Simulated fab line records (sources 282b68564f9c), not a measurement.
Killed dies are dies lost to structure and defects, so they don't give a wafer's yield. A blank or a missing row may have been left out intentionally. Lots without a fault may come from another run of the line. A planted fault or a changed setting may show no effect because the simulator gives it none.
Split-lot study    flow ritCmos    route with 202 steps; 5 lots, 23 wafers read

== ABOUT THE SPLIT ==
At RIT_PLDD_IMPLANT_08, the setting doseCm2 was moved away from the recipe's 9e+14 on 7 of the 23 wafers read, by -4.6% to +6.7%. The other wafers ran this setting at the recipe's value.

== FROM THE SPLIT TO THE READING: what the file shows between them, 11 steps ==
- RIT_PLDD_STRIP_09: strips in O2, time 180 s
- RIT_PLDD_TW_MEAS_10
- RIT_SPACER_CLEAN_00: cleans in SC1, time 600 s
- RIT_NSD_COAT_01: resist thk 1000 nm (also split here: spinRpm)
- RIT_NSD_SOFTBAKE_02: time 60 s
- RIT_NSD_EXPOSE_03: exposes mask M9, target cd 40700 nm
- RIT_NSD_DEVELOP_05: develop time 50 s
- RIT_NSD_HARDBAKE_07: time 60 s
- RIT_NSD_IMPLANT_08 (also split here: energyKev)
- RIT_SDANNEAL_RTA_03: time 5 s (also split here: timeS)
- RIT_SDANNEAL_RS_MEAS_04: measures by four-point-probe

== THE READING ==
PLDD_RS (ohm/sq), read at RIT_SDANNEAL_RS_MEAS_06 with a four-point probe. On this fab line, fault-free wafers typically give 178.9 ohm/sq with a standard deviation of 0.51 ohm/sq.

wafer   tool, chamber at the split  doseCm2 as run  against the recipe  PLDD_RS, ohm/sq  against lot-mates on the recipe
L074.1  implanter-02, 0             8.824e+14       -2.0%               180.9            +1.8
L074.2  implanter-02, 0             8.824e+14       -2.0%               181.0            +1.9
L074.3  implanter-02, 0             9e+14           recipe              178.7            -
L074.4  implanter-02, 0             8.824e+14       -2.0%               180.7            +1.6
L074.5  implanter-02, 0             9e+14           recipe              179.5            -
L077.2  implanter-02, 0             8.587e+14       -4.6%               181.2            +3.4
L077.3  implanter-02, 0             9e+14           recipe              177.7            -
L077.4  implanter-02, 0             8.587e+14       -4.6%               183.7            +5.9
L077.5  implanter-02, 0             9e+14           recipe              177.7            -
L077.6  implanter-02, 0             9e+14           recipe              178.0            -
L078.1  implanter-02, 0             9e+14           recipe              179.3            -
L078.3  implanter-02, 0             9e+14           recipe              179.4            -
L078.4  implanter-02, 0             9e+14           recipe              178.8            -
L078.5  implanter-02, 0             9e+14           recipe              178.7            -
L078.6  implanter-02, 0             9e+14           recipe              178.3            -
L082.1  implanter-04, 0             9.606e+14       +6.7%               171.0            -7.1
L082.3  implanter-04, 0             9e+14           recipe              178.7            -
L082.4  implanter-04, 0             9e+14           recipe              176.8            -
L082.5  implanter-04, 0             9.606e+14       +6.7%               171.5            -6.6
L082.6  implanter-04, 0             9e+14           recipe              178.8            -
L085.2  implanter-04, 0             9e+14           recipe              179.0            -
L085.5  implanter-04, 0             9e+14           recipe              179.3            -
L085.6  implanter-04, 0             9e+14           recipe              179.0            -

FIT RESULTS
A straight line over all 23 wafers: PLDD_RS changes by -1.02 ohm/sq for each +1% of doseCm2; r = -0.96; the points scatter about the line by 0.8 ohm/sq.
The same after taking each lot's own level away (the mean of its wafers on the recipe; 23 wafers): -1.01 ohm/sq for each +1%; r = -0.98; scatter 0.59 ohm/sq.
The reading moves by 6.8 ohm/sq for the largest change in doseCm2, on that fit.
From 177.80 to 179.10 ohm/sq: that is the span of the lots' own levels, equal to 2.5 times the standard deviation above.
The two slopes agree, so the slope changes little with the lot-to-lot level.
Check: -6.65 ohm/sq against its lot-mates is what the line predicts for one of the wafers moved furthest among these (+6.7%) when that wafer is left out of the fit. Against them it came out at -7.1 ohm/sq.

== FURTHER SPLITS ON THESE WAFERS ==
Other splits were also applied to these wafers ahead of the reading. Each is held against what the fit with the lots' levels taken away leaves over:
other split on the same wafers  wafers away from the commonest value  r with PLDD_RS (lot level and that fit taken away)
RIT_NSD_COAT_01 spinRpm         12                                    +0.13
RIT_NSD_IMPLANT_08 energyKev    9                                     +0.17
RIT_SDANNEAL_RTA_03 timeS       6                                     -0.46

== THE WHOLE CHAIN: every reading that the file lists as answering this split, in the file's order ==
step                     what it does                  reading  change (the file's fit)            r (the file's)
RIT_PLDD_TW_MEAS_10                                    PLDD_TW  +6.23 for each +1% of the setting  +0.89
RIT_SDANNEAL_RS_MEAS_06  measures by four-point-probe  PLDD_RS  -1.01 for each +1% of the setting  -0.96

== FILE'S OWN FIT ==
PLDD_RS changes by -1.01 ohm/sq for each +1% of doseCm2, r = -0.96.
